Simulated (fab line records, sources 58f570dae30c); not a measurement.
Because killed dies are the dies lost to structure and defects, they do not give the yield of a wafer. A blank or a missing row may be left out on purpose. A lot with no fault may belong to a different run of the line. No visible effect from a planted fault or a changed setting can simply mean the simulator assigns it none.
Split-lot study | flow berkeley_cmos170 | 5 lots, 23 wafers read, on a route of 331 steps

SPLIT DETAILS
At UCB170_ACTIVE_COAT_08 (resist thk 900 nm), the setting spin_rpm was moved away from the recipe's 1500 rpm on 5 of the 23 wafers read, by +2.5% to +4.3%. All remaining wafers had this setting at the recipe value.

FROM THE SPLIT TO THE READING: what the file shows between them, 2 steps
- UCB170_ACTIVE_SOFTBAKE_09: time 57.14 s
- UCB170_ACTIVE_EXPOSE_10: exposes mask ACTIVE, target cd 1200 nm

THE READING
KrF_of_ACTIVE_COAT_08.thk_nm (the simulator's own value, which no gauge read), in nm, at UCB170_ACTIVE_ETCH_15 (etches Si3N4 in CH3F/Ar/O2, stops on SiO2, target depth 242 nm, time 151 s). No usual value for it is given in the file. Average 727.5 nm, standard deviation 3.5 nm, over the 18 wafers here run with the recipe.

wafer  | tool, chamber at the split | spin_rpm as run, rpm | against the recipe | KrF_of_ACTIVE_COAT_08.thk_nm, nm | against lot-mates on the recipe
L074.2 | litho_track-04, 0          | 1538                 | +2.5%              | 713.7                            | -15.2
L074.3 | litho_track-04, 0          | 1538                 | +2.5%              | 715.5                            | -13.5
L074.4 | litho_track-04, 0          | 1500                 | recipe             | 730.6                            | -
L074.5 | litho_track-04, 0          | 1538                 | +2.5%              | 712.2                            | -16.8
L074.6 | litho_track-04, 0          | 1500                 | recipe             | 727.3                            | -
L076.1 | litho_track-04, 0          | 1500                 | recipe             | 724.3                            | -
L076.2 | litho_track-04, 0          | 1500                 | recipe             | 731.2                            | -
L076.3 | litho_track-04, 0          | 1500                 | recipe             | 730.2                            | -
L076.4 | litho_track-04, 0          | 1500                 | recipe             | 728.1                            | -
L076.5 | litho_track-04, 0          | 1500                 | recipe             | 728.6                            | -
L079.3 | litho_track-03, 0          | 1500                 | recipe             | 730.7                            | -
L079.4 | litho_track-03, 0          | 1500                 | recipe             | 723.1                            | -
L079.6 | litho_track-03, 0          | 1500                 | recipe             | 730                              | -
L078.1 | litho_track-02, 0          | 1500                 | recipe             | 730.2                            | -
L078.3 | litho_track-02, 0          | 1500                 | recipe             | 725.9                            | -
L078.4 | litho_track-02, 0          | 1500                 | recipe             | 731.1                            | -
L078.5 | litho_track-02, 0          | 1500                 | recipe             | 730.9                            | -
L078.6 | litho_track-02, 0          | 1500                 | recipe             | 726.4                            | -
L084.2 | litho_track-04, 0          | 1500                 | recipe             | 724.2                            | -
L084.3 | litho_track-04, 0          | 1500                 | recipe             | 722.8                            | -
L084.4 | litho_track-04, 0          | 1564                 | +4.3%              | 700.2                            | -21.8
L084.5 | litho_track-04, 0          | 1564                 | +4.3%              | 707.7                            | -14.3
L084.6 | litho_track-04, 0          | 1500                 | recipe             | 718.9                            | -

FIT RESULTS
A straight line over all 23 wafers: KrF_of_ACTIVE_COAT_08.thk_nm changes by -5.48 nm for each +1% of spin_rpm; r = -0.92; the points scatter about the line by 3.5 nm.
The same after taking each lot's own level away (the mean of its wafers on the recipe; 23 wafers): -4.77 nm for each +1%; r = -0.92; scatter 2.9 nm.
On that fit, the largest move of spin_rpm shifts the reading by 20 nm.
The lots' own levels span 721.97 to 728.95 nm, that is 2.0 times the standard deviation above.
Thus the slope moves with the lot-to-lot level: the two fits are different.
Check: with one of the wafers moved furthest among these (+4.3%) left out of the fit, the line predicts -20 nm for it against its lot-mates. Against them it came out at -21.8 nm.

FURTHER SPLITS ON THESE WAFERS
These wafers also went through other splits before the reading. Each is held against what the fit with the lots' levels taken away leaves over:
other split on the same wafers        | wafers away from the commonest value | r with KrF_of_ACTIVE_COAT_08.thk_nm (lot level and that fit taken away)
UCB170_ZERO_COAT_01 spin_rpm          | 4                                    | -0.02
UCB170_NWELL_CVD_04 sih2cl2_flow_sccm | 18                                   | -0.02
UCB170_NWELL_IMPLANT_14 energy_kev    | 11                                   | +0.25
UCB170_PWELL_CVD_05 temp_c            | 15                                   | +0.28
UCB170_PWELL_ETCH_14 rf_w             | 6                                    | +0.07

THE WHOLE CHAIN: every reading that the file lists as answering this split, in the file's order
step                   | what it does                                                               | reading                                                                       | change (the file's fit)              | r (the file's)
UCB170_ACTIVE_COAT_08  | resist thk 900 nm                                                          | KrF_of_ACTIVE_COAT_08.thk_nm (the simulator's own value, which no gauge read) | -4.53 nm for each +1% of the setting | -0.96
UCB170_ACTIVE_ETCH_15  | etches Si3N4 in CH3F/Ar/O2, stops on SiO2, target depth 242 nm, time 151 s | KrF_of_ACTIVE_COAT_08.thk_nm (the simulator's own value, which no gauge read) | -4.68 nm for each +1% of the setting | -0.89
UCB170_ACTIVE_STRIP_16 | strips in O2                                                               | strip_time_to_endpoint_s                                                      | withheld for each +1% of the setting | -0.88

FILE'S OWN FIT
KrF_of_ACTIVE_COAT_08.thk_nm changes by -4.68 nm for each +1% of spin_rpm, r = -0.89.
